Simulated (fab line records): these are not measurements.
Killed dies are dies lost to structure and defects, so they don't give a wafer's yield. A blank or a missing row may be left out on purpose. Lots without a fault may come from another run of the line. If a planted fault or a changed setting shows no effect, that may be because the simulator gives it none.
fab line records / flow rit-cmos / part 2 of 2: steps 35 to 48 of 48
record lots=5 wafers=15 last-day=6
route steps=202 shown ACTIVE@3 FOX1@20 FOX2@23 NWELL@28 PWELL@39 WELLDRIVE@50
lots that met no fault: taken from a fault-free run of the same line
start-h: hours from the record's first day to the start of the lot's first wafer shown / wait-h: hours from the lot's prior step to this one / " unchanged from the row above / L1.1+2: a single row standing in for several wafers / - either no value or no given start / * or withheld: withheld / < > ~ a bound
route shown NAME@n: NAME is a module with steps in the file, n the number in the route of the first one / usual: mean and standard deviation over wafers with no fault / same: alike in all rows / chamber/n: place in a boat / sites: each site's reading / _std_site: their standard deviation / _edge_site: outer sites' mean less inner sites' / radius-mm: for every site, how far away it sits from the centre of the wafer / mask NAME#n: copy n / behind: the tool/chamber that last shaped the wafer / hold: why the lot was held/for how many hours/how that ended / device: names the non-switching transistor (n, p or np) / end of line: the same wafers' tests at the end of the route / a step given without rows: its recipe and nothing more / killed: at the first sort, the dies lost to defects and structure; wafer yield is something else / map: per-die view of a wafer (x killed, . not killed, _ where there is no die)
set.NAME: the setting as run; set.NAME@STEP: as run at that earlier step / model.NAME: the simulator's own value behind a step, which no gauge read
certain route steps with their lots: each step a table, each wafer a row
services: a tool's chamber out of use, with start hour (start-h, from the record's first day; less than 0 if before it), hours out, and reason
## steps
# step RIT_NWELL_STRIP_09
# recipe chemistry=O2 time-s=180 resist=NOVOLAK platen-temp-c=withheld power-w=500 pressure-mtorr=4000 o2-flow-sccm=4000
# usual drypump-motor-current-A=6.1/0.47 rf-refl-power-W=6.8/1.7
lot.wafer=L075.1 tool=plasma-asher-02 chamber=0 start-h=28.03 wait-h=0.1 drypump-motor-current-A=6.4 rf-hours-counter-h=23 rf-refl-power-W=5.6
lot.wafer=L075.5 tool=plasma-asher-02 chamber=0 start-h=28.03 wait-h=0.1 drypump-motor-current-A=6.4 rf-hours-counter-h=- rf-refl-power-W=5.5
lot.wafer=L075.6 tool=plasma-asher-02 chamber=1 start-h=28.03 wait-h=0.1 drypump-motor-current-A=5.5 rf-hours-counter-h=- rf-refl-power-W=9.4
lot.wafer=L079.2 tool=plasma-asher-04 chamber=1 start-h=46.62 wait-h=0.1 drypump-motor-current-A=5.4 rf-hours-counter-h=40 rf-refl-power-W=8.4
lot.wafer=L079.4 tool=plasma-asher-04 chamber=0 start-h=46.62 wait-h=0.1 drypump-motor-current-A=5.8 rf-hours-counter-h=- rf-refl-power-W=5.5
lot.wafer=L079.6 tool=plasma-asher-04 chamber=1 start-h=46.62 wait-h=0.1 drypump-motor-current-A=5.4 rf-hours-counter-h=- rf-refl-power-W=9.3
lot.wafer=L089.2 tool=plasma-asher-02 chamber=0 start-h=95.79 wait-h=0.1 drypump-motor-current-A=6.4 rf-hours-counter-h=30 rf-refl-power-W=5.3
lot.wafer=L089.5 tool=plasma-asher-02 chamber=0 start-h=95.79 wait-h=0.1 drypump-motor-current-A=6.4 rf-hours-counter-h=- rf-refl-power-W=5.5
lot.wafer=L089.6 tool=plasma-asher-02 chamber=1 start-h=95.79 wait-h=0.1 drypump-motor-current-A=5.6 rf-hours-counter-h=- rf-refl-power-W=9.2
lot.wafer=L090.2 tool=plasma-asher-01 chamber=0 start-h=102.07 wait-h=0.1 drypump-motor-current-A=6.6 rf-hours-counter-h=45 rf-refl-power-W=5.9
lot.wafer=L090.3 tool=plasma-asher-01 chamber=1 start-h=102.07 wait-h=0.1 drypump-motor-current-A=6.4 rf-hours-counter-h=- rf-refl-power-W=5.3
lot.wafer=L090.4 tool=plasma-asher-01 chamber=0 start-h=102.07 wait-h=0.1 drypump-motor-current-A=6.6 rf-hours-counter-h=- rf-refl-power-W=6.1
lot.wafer=L091.1 tool=plasma-asher-04 chamber=0 start-h=105.85 wait-h=0.1 drypump-motor-current-A=5.8 rf-hours-counter-h=47 rf-refl-power-W=5.5
lot.wafer=L091.3 tool=plasma-asher-04 chamber=1 start-h=105.85 wait-h=0.1 drypump-motor-current-A=5.4 rf-hours-counter-h=- rf-refl-power-W=9.3
lot.wafer=L091.6 tool=plasma-asher-04 chamber=1 start-h=105.85 wait-h=0.1 drypump-motor-current-A=5.4 rf-hours-counter-h=- rf-refl-power-W=9.1
# step RIT_NWELL_TW_MEAS_10
# usual NWELL_TW=2127/17
lot.wafer=L075.1 tool=film-metro-01 chamber=- start-h=28.21 wait-h=0.1 NWELL_TW=2119
lot.wafer=L075.5 tool=film-metro-01 chamber=- start-h=28.21 wait-h=0.1 NWELL_TW=2131
lot.wafer=L075.6 tool=film-metro-01 chamber=- start-h=28.21 wait-h=0.1 NWELL_TW=2131
lot.wafer=L079.2 tool=film-metro-01 chamber=- start-h=46.81 wait-h=0.1 NWELL_TW=2133
lot.wafer=L079.4 tool=film-metro-01 chamber=- start-h=46.81 wait-h=0.1 NWELL_TW=2125
lot.wafer=L079.6 tool=film-metro-01 chamber=- start-h=46.81 wait-h=0.1 NWELL_TW=2128
lot.wafer=L089.2 tool=film-metro-01 chamber=- start-h=95.98 wait-h=0.1 NWELL_TW=2099
lot.wafer=L089.5 tool=film-metro-01 chamber=- start-h=95.98 wait-h=0.1 NWELL_TW=2109
lot.wafer=L089.6 tool=film-metro-01 chamber=- start-h=95.98 wait-h=0.1 NWELL_TW=2092
lot.wafer=L090.2 tool=film-metro-03 chamber=- start-h=102.26 wait-h=0.1 NWELL_TW=2127
lot.wafer=L090.3 tool=film-metro-03 chamber=- start-h=102.26 wait-h=0.1 NWELL_TW=2135
lot.wafer=L090.4 tool=film-metro-03 chamber=- start-h=102.26 wait-h=0.1 NWELL_TW=2136
lot.wafer=L091.1 tool=film-metro-01 chamber=- start-h=106.02 wait-h=0.1 NWELL_TW=2104
lot.wafer=L091.3 tool=film-metro-01 chamber=- start-h=106.02 wait-h=0.1 NWELL_TW=2110
lot.wafer=L091.6 tool=film-metro-01 chamber=- start-h=106.02 wait-h=0.1 NWELL_TW=2110
# step RIT_PWELL_HMDS_00
# recipe prime-time-s=60 prime-temp-c=140
lot.wafer=L075.1+5+6 tool=litho-track-04 chamber=0 start-h=28.27 wait-h=0.1
lot.wafer=L079.2+4+6 tool=litho-track-02 chamber=0 start-h=46.88 wait-h=0.1
lot.wafer=L089.2+5+6 tool=litho-track-04 chamber=0 start-h=96.05 wait-h=0.1
lot.wafer=L090.2+3+4 tool=litho-track-01 chamber=0 start-h=102.33 wait-h=0.1
lot.wafer=L091.1+3+6 tool=litho-track-02 chamber=0 start-h=106.08 wait-h=0.1
# step RIT_PWELL_COAT_01
# recipe resist=NOVOLAK spin-rpm=2000 resist-thk-nm=1300
lot.wafer=L075.1+5+6 tool=litho-track-04 chamber=0 start-h=28.42 wait-h=0.1
lot.wafer=L079.2+4+6 tool=litho-track-02 chamber=0 start-h=47.03 wait-h=0.1
lot.wafer=L089.2+5+6 tool=litho-track-04 chamber=0 start-h=96.20 wait-h=0.1
lot.wafer=L090.2+3+4 tool=litho-track-01 chamber=0 start-h=102.48 wait-h=0.1
lot.wafer=L091.1+3+6 tool=litho-track-02 chamber=0 start-h=106.23 wait-h=0.1
# step RIT_PWELL_SOFTBAKE_02
# recipe resist=NOVOLAK temp-c=90 time-s=60
lot.wafer=L075.1+5+6 tool=litho-track-04 chamber=0 start-h=28.57 wait-h=0.1
lot.wafer=L079.2+4+6 tool=litho-track-02 chamber=0 start-h=47.18 wait-h=0.1
lot.wafer=L089.2+5+6 tool=litho-track-04 chamber=0 start-h=96.35 wait-h=0.1
lot.wafer=L090.2+3+4 tool=litho-track-01 chamber=0 start-h=102.63 wait-h=0.1
lot.wafer=L091.1+3+6 tool=litho-track-02 chamber=0 start-h=106.38 wait-h=0.1
# step RIT_PWELL_EXPOSE_03
# recipe mask-id=M3 na=0.57 target-cd-nm=43700 dose-mj=250
lot.wafer=L075.1+5+6 tool=iline-stepper-02 chamber=0 start-h=28.84 wait-h=0.2 mask=M3#0
lot.wafer=L079.2+4+6 tool=iline-stepper-01 chamber=0 start-h=47.33 wait-h=0.1 mask=M3#0
lot.wafer=L089.2+5+6 tool=iline-stepper-01 chamber=0 start-h=96.50 wait-h=0.1 mask=M3#0
lot.wafer=L090.2+3+4 tool=iline-stepper-02 chamber=0 start-h=102.90 wait-h=0.2 mask=M3#0
lot.wafer=L091.1+3+6 tool=iline-stepper-02 chamber=0 start-h=106.53 wait-h=0.1 mask=M3#0
# step RIT_PWELL_PEB_04
# recipe resist=NOVOLAK temp-c=withheld time-s=withheld
lot.wafer=L075.1+5+6 tool=litho-track-02 chamber=0 start-h=28.96 wait-h=0.1
lot.wafer=L079.2+4+6 tool=litho-track-02 chamber=0 start-h=47.45 wait-h=0.1
lot.wafer=L089.2+5+6 tool=litho-track-04 chamber=0 start-h=96.62 wait-h=0.1
lot.wafer=L090.2+3+4 tool=litho-track-01 chamber=0 start-h=103.02 wait-h=0.1
lot.wafer=L091.1+3+6 tool=litho-track-01 chamber=0 start-h=106.65 wait-h=0.1
# step RIT_PWELL_DEVELOP_05
# recipe resist=NOVOLAK develop-time-s=68 dev-temp-c=23
lot.wafer=L075.1+5+6 tool=litho-track-02 chamber=0 start-h=- wait-h=-
lot.wafer=L079.2+4+6 tool=litho-track-02 chamber=0 start-h=- wait-h=-
lot.wafer=L089.2+5+6 tool=litho-track-04 chamber=0 start-h=- wait-h=-
lot.wafer=L090.2+3+4 tool=litho-track-01 chamber=0 start-h=- wait-h=-
lot.wafer=L091.1+3+6 tool=litho-track-01 chamber=0 start-h=- wait-h=-
# step RIT_PWELL_OVL_MEAS_06
# usual PWELL_OVL=-0.2/1.4
lot.wafer=L075.1 tool=overlay-02 chamber=- start-h=29.27 wait-h=- PWELL_OVL[nm]=-1.8
lot.wafer=L075.5 tool=overlay-02 chamber=- start-h=29.27 wait-h=- PWELL_OVL[nm]=1.2
lot.wafer=L075.6 tool=overlay-02 chamber=- start-h=29.27 wait-h=- PWELL_OVL[nm]=0.9
lot.wafer=L079.2 tool=overlay-01 chamber=- start-h=47.74 wait-h=- PWELL_OVL[nm]=-0.1
lot.wafer=L079.4 tool=overlay-01 chamber=- start-h=47.74 wait-h=- PWELL_OVL[nm]=0.2
lot.wafer=L079.6 tool=overlay-01 chamber=- start-h=47.74 wait-h=- PWELL_OVL[nm]=0.8
lot.wafer=L089.2 tool=overlay-01 chamber=- start-h=96.91 wait-h=- PWELL_OVL[nm]=-1.0
lot.wafer=L089.5 tool=overlay-01 chamber=- start-h=96.91 wait-h=- PWELL_OVL[nm]=0.8
lot.wafer=L089.6 tool=overlay-01 chamber=- start-h=96.91 wait-h=- PWELL_OVL[nm]=1.0
lot.wafer=L090.2 tool=overlay-01 chamber=- start-h=103.32 wait-h=- PWELL_OVL[nm]=0.4
lot.wafer=L090.3 tool=overlay-01 chamber=- start-h=103.32 wait-h=- PWELL_OVL[nm]=-1.0
lot.wafer=L090.4 tool=overlay-01 chamber=- start-h=103.32 wait-h=- PWELL_OVL[nm]=-0.9
lot.wafer=L091.1 tool=overlay-02 chamber=- start-h=106.96 wait-h=- PWELL_OVL[nm]=-1.0
lot.wafer=L091.3 tool=overlay-02 chamber=- start-h=106.96 wait-h=- PWELL_OVL[nm]=-2.5
lot.wafer=L091.6 tool=overlay-02 chamber=- start-h=106.96 wait-h=- PWELL_OVL[nm]=-1.0
# step RIT_PWELL_HARDBAKE_07
# recipe resist=NOVOLAK temp-c=140 time-s=120
lot.wafer=L075.1+5+6 tool=litho-track-01 chamber=0 start-h=29.31 wait-h=0.0
lot.wafer=L079.2+4+6 tool=litho-track-01 chamber=0 start-h=47.81 wait-h=0.1
lot.wafer=L089.2+5+6 tool=litho-track-01 chamber=0 start-h=96.99 wait-h=0.1
lot.wafer=L090.2+3+4 tool=litho-track-01 chamber=0 start-h=103.39 wait-h=0.1
lot.wafer=L091.1+3+6 tool=litho-track-01 chamber=0 start-h=107.00 wait-h=0.0
# step RIT_PWELL_IMPLANT_08
# recipe species=B energy-kev=170 dose-cm2=6.915e+13 tilt-deg=7
lot.wafer=L075.1+5+6 tool=implanter-01 chamber=0 start-h=29.56 wait-h=0.2
lot.wafer=L079.2+4+6 tool=implanter-01 chamber=0 start-h=48.05 wait-h=0.2
lot.wafer=L089.2+5+6 tool=implanter-03 chamber=0 start-h=97.22 wait-h=0.2
lot.wafer=L090.2+3+4 tool=implanter-03 chamber=0 start-h=103.62 wait-h=0.2
lot.wafer=L091.1+3+6 tool=implanter-03 chamber=0 start-h=107.25 wait-h=0.2
# step RIT_PWELL_STRIP_09
# recipe chemistry=O2 time-s=180 resist=NOVOLAK platen-temp-c=withheld power-w=500 pressure-mtorr=4000 o2-flow-sccm=4000
# usual drypump-motor-current-A=6.0/0.45 rf-refl-power-W=6.3/1.1
lot.wafer=L075.1 tool=plasma-asher-01 chamber=1 start-h=29.71 wait-h=0.1 drypump-motor-current-A=6.4 rf-hours-counter-h=38 rf-refl-power-W=5.3
lot.wafer=L075.5 tool=plasma-asher-01 chamber=1 start-h=29.71 wait-h=0.1 drypump-motor-current-A=6.4 rf-hours-counter-h=- rf-refl-power-W=5.6
lot.wafer=L075.6 tool=plasma-asher-01 chamber=0 start-h=29.71 wait-h=0.1 drypump-motor-current-A=6.6 rf-hours-counter-h=- rf-refl-power-W=5.9
lot.wafer=L079.2 tool=plasma-asher-01 chamber=0 start-h=48.17 wait-h=0.1 drypump-motor-current-A=6.6 rf-hours-counter-h=40 rf-refl-power-W=5.9
lot.wafer=L079.4 tool=plasma-asher-01 chamber=0 start-h=48.17 wait-h=0.1 drypump-motor-current-A=6.6 rf-hours-counter-h=- rf-refl-power-W=5.9
lot.wafer=L079.6 tool=plasma-asher-01 chamber=1 start-h=48.17 wait-h=0.1 drypump-motor-current-A=6.4 rf-hours-counter-h=- rf-refl-power-W=5.8
lot.wafer=L089.2 tool=plasma-asher-03 chamber=0 start-h=97.34 wait-h=0.1 drypump-motor-current-A=6.3 rf-hours-counter-h=46 rf-refl-power-W=6.4
lot.wafer=L089.5 tool=plasma-asher-03 chamber=1 start-h=97.34 wait-h=0.1 drypump-motor-current-A=5.6 rf-hours-counter-h=- rf-refl-power-W=6.0
lot.wafer=L089.6 tool=plasma-asher-03 chamber=0 start-h=97.34 wait-h=0.1 drypump-motor-current-A=6.3 rf-hours-counter-h=- rf-refl-power-W=6.5
lot.wafer=L090.2 tool=plasma-asher-03 chamber=0 start-h=103.75 wait-h=0.1 drypump-motor-current-A=6.3 rf-hours-counter-h=47 rf-refl-power-W=6.3
lot.wafer=L090.3 tool=plasma-asher-03 chamber=0 start-h=103.75 wait-h=0.1 drypump-motor-current-A=6.3 rf-hours-counter-h=- rf-refl-power-W=6.3
lot.wafer=L090.4 tool=plasma-asher-03 chamber=1 start-h=103.75 wait-h=0.1 drypump-motor-current-A=5.6 rf-hours-counter-h=- rf-refl-power-W=6.1
lot.wafer=L091.1 tool=plasma-asher-01 chamber=1 start-h=107.40 wait-h=0.1 drypump-motor-current-A=6.4 rf-hours-counter-h=46 rf-refl-power-W=5.4
lot.wafer=L091.3 tool=plasma-asher-01 chamber=0 start-h=107.40 wait-h=0.1 drypump-motor-current-A=6.6 rf-hours-counter-h=- rf-refl-power-W=6.1
lot.wafer=L091.6 tool=plasma-asher-01 chamber=0 start-h=107.40 wait-h=0.1 drypump-motor-current-A=6.7 rf-hours-counter-h=- rf-refl-power-W=6.1
# step RIT_PWELL_TW_MEAS_10
# usual PWELL_TW=943/6.8
lot.wafer=L075.1 tool=film-metro-04 chamber=- start-h=29.88 wait-h=0.1 PWELL_TW=954
lot.wafer=L075.5 tool=film-metro-04 chamber=- start-h=29.88 wait-h=0.1 PWELL_TW=943
lot.wafer=L075.6 tool=film-metro-04 chamber=- start-h=29.88 wait-h=0.1 PWELL_TW=948
lot.wafer=L079.2 tool=film-metro-01 chamber=- start-h=48.36 wait-h=0.1 PWELL_TW=941
lot.wafer=L079.4 tool=film-metro-01 chamber=- start-h=48.36 wait-h=0.1 PWELL_TW=936
lot.wafer=L079.6 tool=film-metro-01 chamber=- start-h=48.36 wait-h=0.1 PWELL_TW=935
lot.wafer=L089.2 tool=film-metro-01 chamber=- start-h=97.53 wait-h=0.1 PWELL_TW=939
lot.wafer=L089.5 tool=film-metro-01 chamber=- start-h=97.53 wait-h=0.1 PWELL_TW=936
lot.wafer=L089.6 tool=film-metro-01 chamber=- start-h=97.53 wait-h=0.1 PWELL_TW=928
lot.wafer=L090.2 tool=film-metro-04 chamber=- start-h=103.93 wait-h=0.1 PWELL_TW=939
lot.wafer=L090.3 tool=film-metro-04 chamber=- start-h=103.93 wait-h=0.1 PWELL_TW=942
lot.wafer=L090.4 tool=film-metro-04 chamber=- start-h=103.93 wait-h=0.1 PWELL_TW=946
lot.wafer=L091.1 tool=film-metro-01 chamber=- start-h=107.57 wait-h=0.1 PWELL_TW=932
lot.wafer=L091.3 tool=film-metro-01 chamber=- start-h=107.57 wait-h=0.1 PWELL_TW=939
lot.wafer=L091.6 tool=film-metro-01 chamber=- start-h=107.57 wait-h=0.1 PWELL_TW=936
# step RIT_WELLDRIVE_ANNEAL_00
# recipe temp-c=1100 time-s=14700 ambient=N2
# usual tube_center_temp_C_max=1102.8/0.45 zone-power-centre-pct=54.0/2.8
lot.wafer=L075.1 tool=furnace-02 chamber=0 start-h=29.94 wait-h=0.1 tube_center_temp_C_max=1102.6 zone-power-centre-pct=51.9
lot.wafer=L075.5 tool=furnace-02 chamber=0 start-h=29.94 wait-h=0.1 tube_center_temp_C_max=1102.8 zone-power-centre-pct=50.5
lot.wafer=L075.6 tool=furnace-02 chamber=0 start-h=29.94 wait-h=0.1 tube_center_temp_C_max=1102.7 zone-power-centre-pct=49.9
lot.wafer=L079.2 tool=furnace-02 chamber=0 start-h=48.41 wait-h=0.0 tube_center_temp_C_max=1102.7 zone-power-centre-pct=50.0
lot.wafer=L079.4 tool=furnace-02 chamber=0 start-h=48.41 wait-h=0.0 tube_center_temp_C_max=1102.2 zone-power-centre-pct=50.7
lot.wafer=L079.6 tool=furnace-02 chamber=0 start-h=48.41 wait-h=0.0 tube_center_temp_C_max=1103.4 zone-power-centre-pct=50.7
lot.wafer=L089.2 tool=furnace-02 chamber=0 start-h=97.58 wait-h=0.0 tube_center_temp_C_max=1102.8 zone-power-centre-pct=50.5
lot.wafer=L089.5 tool=furnace-02 chamber=0 start-h=97.58 wait-h=0.0 tube_center_temp_C_max=1103.0 zone-power-centre-pct=51.0
lot.wafer=L089.6 tool=furnace-02 chamber=0 start-h=97.58 wait-h=0.0 tube_center_temp_C_max=1102.8 zone-power-centre-pct=50.4
lot.wafer=L090.2 tool=furnace-01 chamber=0 start-h=103.98 wait-h=0.0 tube_center_temp_C_max=1103.2 zone-power-centre-pct=56.0
lot.wafer=L090.3 tool=furnace-01 chamber=0 start-h=103.98 wait-h=0.0 tube_center_temp_C_max=1103.2 zone-power-centre-pct=56.1
lot.wafer=L090.4 tool=furnace-01 chamber=0 start-h=103.98 wait-h=0.0 tube_center_temp_C_max=1103.6 zone-power-centre-pct=55.6
lot.wafer=L091.1 tool=furnace-02 chamber=0 start-h=107.71 wait-h=0.1 tube_center_temp_C_max=1102.3 zone-power-centre-pct=50.7
lot.wafer=L091.3 tool=furnace-02 chamber=0 start-h=107.71 wait-h=0.1 tube_center_temp_C_max=1102.4 zone-power-centre-pct=50.9
lot.wafer=L091.6 tool=furnace-02 chamber=0 start-h=107.71 wait-h=0.1 tube_center_temp_C_max=1102.5 zone-power-centre-pct=51.0
## services
tool=furnace-01 chamber=- start-h=-1.50 hours=3.3 kind=pm
tool=iline-stepper-01 chamber=- start-h=1.68 hours=5.9 kind=repair
tool=furnace-04 chamber=- start-h=1.95 hours=4.1 kind=pm
tool=iline-stepper-01 chamber=- start-h=8.45 hours=5.3 kind=repair
tool=rie-diel-04 chamber=3 start-h=10.89 hours=9.5 kind=repair
tool=rie-diel-02 chamber=3 start-h=12.35 hours=10.0 kind=repair
tool=iline-stepper-01 chamber=- start-h=15.61 hours=1.7 kind=pm
tool=plasma-asher-02 chamber=- start-h=19.31 hours=3.5 kind=repair
tool=iline-stepper-01 chamber=0 start-h=34.01 hours=- kind=calibration
tool=lpcvd-02 chamber=- start-h=38.00 hours=2.7 kind=repair
tool=furnace-02 chamber=- start-h=41.36 hours=3.8 kind=pm
tool=implanter-03 chamber=- start-h=41.96 hours=3.9 kind=repair
tool=furnace-01 chamber=- start-h=45.29 hours=4.4 kind=pm
tool=plasma-asher-01 chamber=- start-h=46.11 hours=1.4 kind=repair
tool=plasma-asher-03 chamber=- start-h=52.92 hours=0.6 kind=repair
tool=implanter-04 chamber=- start-h=59.06 hours=3.9 kind=repair
tool=iline-stepper-02 chamber=0 start-h=63.35 hours=- kind=calibration
tool=iline-stepper-02 chamber=- start-h=63.47 hours=1.7 kind=pm
tool=iline-stepper-02 chamber=- start-h=74.89 hours=2.1 kind=pm
tool=plasma-asher-01 chamber=- start-h=76.21 hours=2.8 kind=pm
tool=iline-stepper-02 chamber=- start-h=76.97 hours=- kind=consumable-replace:lamp
tool=rie-diel-04 chamber=- start-h=84.68 hours=0.3 kind=repair
tool=implanter-02 chamber=- start-h=87.00 hours=19.5 kind=pm
